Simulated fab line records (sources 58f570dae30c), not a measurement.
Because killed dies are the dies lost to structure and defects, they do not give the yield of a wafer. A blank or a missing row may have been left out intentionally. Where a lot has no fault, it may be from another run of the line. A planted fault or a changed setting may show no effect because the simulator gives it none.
Lot-split experiment :: flow berkeley_cmos170 :: on a route of 331 steps: 5 lots, 23 wafers read

THE SPLIT ITSELF
At UCB170_NSD_COAT_01 (resist thk 900 nm), the setting resist_thk_nm was moved away from the recipe's 900 nm on 8 of the 23 wafers read, by -2.9% to +5.7%. The other wafers ran this setting at the recipe's value.

The split's own step is where the reading is taken.

THE READING
KrF_of_NSD_COAT_01.thk_nm (the simulator's own value, which no gauge read), in nm, at UCB170_NSD_COAT_01 (resist thk 900 nm). The file does not state a usual value for it. The 15 wafers here that ran the recipe average 899.4 nm, standard deviation 1.7 nm.

wafer: L075.1
tool, chamber at the split: litho_track-04, 0
resist_thk_nm as run, nm: 881.2
against the recipe: -2.1%
KrF_of_NSD_COAT_01.thk_nm, nm: 876.7
against lot-mates on the recipe: -20.2

wafer: L075.2
tool, chamber at the split: litho_track-04, 0
resist_thk_nm as run, nm: 900
against the recipe: recipe
KrF_of_NSD_COAT_01.thk_nm, nm: 897.2
against lot-mates on the recipe: -

wafer: L075.3
tool, chamber at the split: litho_track-04, 0
resist_thk_nm as run, nm: 900
against the recipe: recipe
KrF_of_NSD_COAT_01.thk_nm, nm: 897.5
against lot-mates on the recipe: -

wafer: L075.4
tool, chamber at the split: litho_track-04, 0
resist_thk_nm as run, nm: 881.2
against the recipe: -2.1%
KrF_of_NSD_COAT_01.thk_nm, nm: 875.3
against lot-mates on the recipe: -21.6

wafer: L075.6
tool, chamber at the split: litho_track-04, 0
resist_thk_nm as run, nm: 900
against the recipe: recipe
KrF_of_NSD_COAT_01.thk_nm, nm: 895.9
against lot-mates on the recipe: -

wafer: L076.2
tool, chamber at the split: litho_track-04, 0
resist_thk_nm as run, nm: 900
against the recipe: recipe
KrF_of_NSD_COAT_01.thk_nm, nm: 897.2
against lot-mates on the recipe: -

wafer: L076.3
tool, chamber at the split: litho_track-04, 0
resist_thk_nm as run, nm: 951.6
against the recipe: +5.7%
KrF_of_NSD_COAT_01.thk_nm, nm: 950.2
against lot-mates on the recipe: +51.3

wafer: L076.4
tool, chamber at the split: litho_track-04, 0
resist_thk_nm as run, nm: 951.6
against the recipe: +5.7%
KrF_of_NSD_COAT_01.thk_nm, nm: 953.3
against lot-mates on the recipe: +54.4

wafer: L076.5
tool, chamber at the split: litho_track-04, 0
resist_thk_nm as run, nm: 900
against the recipe: recipe
KrF_of_NSD_COAT_01.thk_nm, nm: 900.6
against lot-mates on the recipe: -

wafer: L076.6
tool, chamber at the split: litho_track-04, 0
resist_thk_nm as run, nm: 951.6
against the recipe: +5.7%
KrF_of_NSD_COAT_01.thk_nm, nm: 954
against lot-mates on the recipe: +55.1

wafer: L078.2
tool, chamber at the split: litho_track-03, 0
resist_thk_nm as run, nm: 900
against the recipe: recipe
KrF_of_NSD_COAT_01.thk_nm, nm: 899.7
against lot-mates on the recipe: -

wafer: L078.3
tool, chamber at the split: litho_track-03, 0
resist_thk_nm as run, nm: 900
against the recipe: recipe
KrF_of_NSD_COAT_01.thk_nm, nm: 900.5
against lot-mates on the recipe: -

wafer: L078.4
tool, chamber at the split: litho_track-03, 0
resist_thk_nm as run, nm: 900
against the recipe: recipe
KrF_of_NSD_COAT_01.thk_nm, nm: 898.5
against lot-mates on the recipe: -

wafer: L078.5
tool, chamber at the split: litho_track-03, 0
resist_thk_nm as run, nm: 900
against the recipe: recipe
KrF_of_NSD_COAT_01.thk_nm, nm: 901.6
against lot-mates on the recipe: -

wafer: L078.6
tool, chamber at the split: litho_track-03, 0
resist_thk_nm as run, nm: 900
against the recipe: recipe
KrF_of_NSD_COAT_01.thk_nm, nm: 901.4
against lot-mates on the recipe: -

wafer: L081.1
tool, chamber at the split: litho_track-03, 0
resist_thk_nm as run, nm: 900
against the recipe: recipe
KrF_of_NSD_COAT_01.thk_nm, nm: 899
against lot-mates on the recipe: -

wafer: L081.3
tool, chamber at the split: litho_track-03, 0
resist_thk_nm as run, nm: 900
against the recipe: recipe
KrF_of_NSD_COAT_01.thk_nm, nm: 901.2
against lot-mates on the recipe: -

wafer: L081.4
tool, chamber at the split: litho_track-03, 0
resist_thk_nm as run, nm: 900
against the recipe: recipe
KrF_of_NSD_COAT_01.thk_nm, nm: 900.4
against lot-mates on the recipe: -

wafer: L084.1
tool, chamber at the split: litho_track-03, 0
resist_thk_nm as run, nm: 900
against the recipe: recipe
KrF_of_NSD_COAT_01.thk_nm, nm: 900
against lot-mates on the recipe: -

wafer: L084.2
tool, chamber at the split: litho_track-03, 0
resist_thk_nm as run, nm: 900
against the recipe: recipe
KrF_of_NSD_COAT_01.thk_nm, nm: 899.7
against lot-mates on the recipe: -

wafer: L084.3
tool, chamber at the split: litho_track-03, 0
resist_thk_nm as run, nm: 874.2
against the recipe: -2.9%
KrF_of_NSD_COAT_01.thk_nm, nm: 874.3
against lot-mates on the recipe: -25.6

wafer: L084.5
tool, chamber at the split: litho_track-03, 0
resist_thk_nm as run, nm: 874.2
against the recipe: -2.9%
KrF_of_NSD_COAT_01.thk_nm, nm: 876
against lot-mates on the recipe: -23.9

wafer: L084.6
tool, chamber at the split: litho_track-03, 0
resist_thk_nm as run, nm: 874.2
against the recipe: -2.9%
KrF_of_NSD_COAT_01.thk_nm, nm: 872.3
against lot-mates on the recipe: -27.6

FIT RESULTS
A straight line over all 23 wafers: KrF_of_NSD_COAT_01.thk_nm changes by +9.31 nm for each +1% of resist_thk_nm; r = +1.00; the points scatter about the line by 2.1 nm.
The same after taking each lot's own level away (the mean of its wafers on the recipe; 23 wafers): +9.31 nm for each +1%; r = +1.00; scatter 1.4 nm.
According to that fit, moving resist_thk_nm by its largest amount changes the reading by 53 nm.
Measured against the standard deviation above, the lots' own levels, which go from 896.87 to 900.34 nm, span 2.1 times it.
The two slopes are in agreement: the lot-to-lot level therefore moves the slope only a little.
Check: +54.3 nm against its lot-mates is what the line predicts for one of the wafers moved furthest among these (+5.7%) when that wafer is left out of the fit. Against them it came out at +51.3 nm.

OTHER SPLITS APPLIED TO THESE WAFERS
Note: prior to the reading, these wafers also went through further splits. Each is held against what the fit with the lots' levels taken away leaves over:
other split on the same wafers: UCB170_SPACER_CVD_00 time_s
wafers away from the commonest value: 7
r with KrF_of_NSD_COAT_01.thk_nm (lot level and that fit taken away): -0.25

other split on the same wafers: UCB170_PSD_PEB_04 peb_temp_c
wafers away from the commonest value: 10
r with KrF_of_NSD_COAT_01.thk_nm (lot level and that fit taken away): -0.29

THE WHOLE CHAIN: every reading that the file lists as answering this split, in the file's order
step: UCB170_NSD_COAT_01
what it does: resist thk 900 nm
reading: KrF_of_NSD_COAT_01.thk_nm (the simulator's own value, which no gauge read)
change (the file's fit): +9.34 nm for each +1% of the setting
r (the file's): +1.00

step: UCB170_NSD_STRIP_09
what it does: strips in O2
reading: strip_time_to_endpoint_s
change (the file's fit): withheld for each +1% of the setting
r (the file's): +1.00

FILE'S OWN FIT
KrF_of_NSD_COAT_01.thk_nm changes by +9.34 nm for each +1% of resist_thk_nm, r = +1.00.
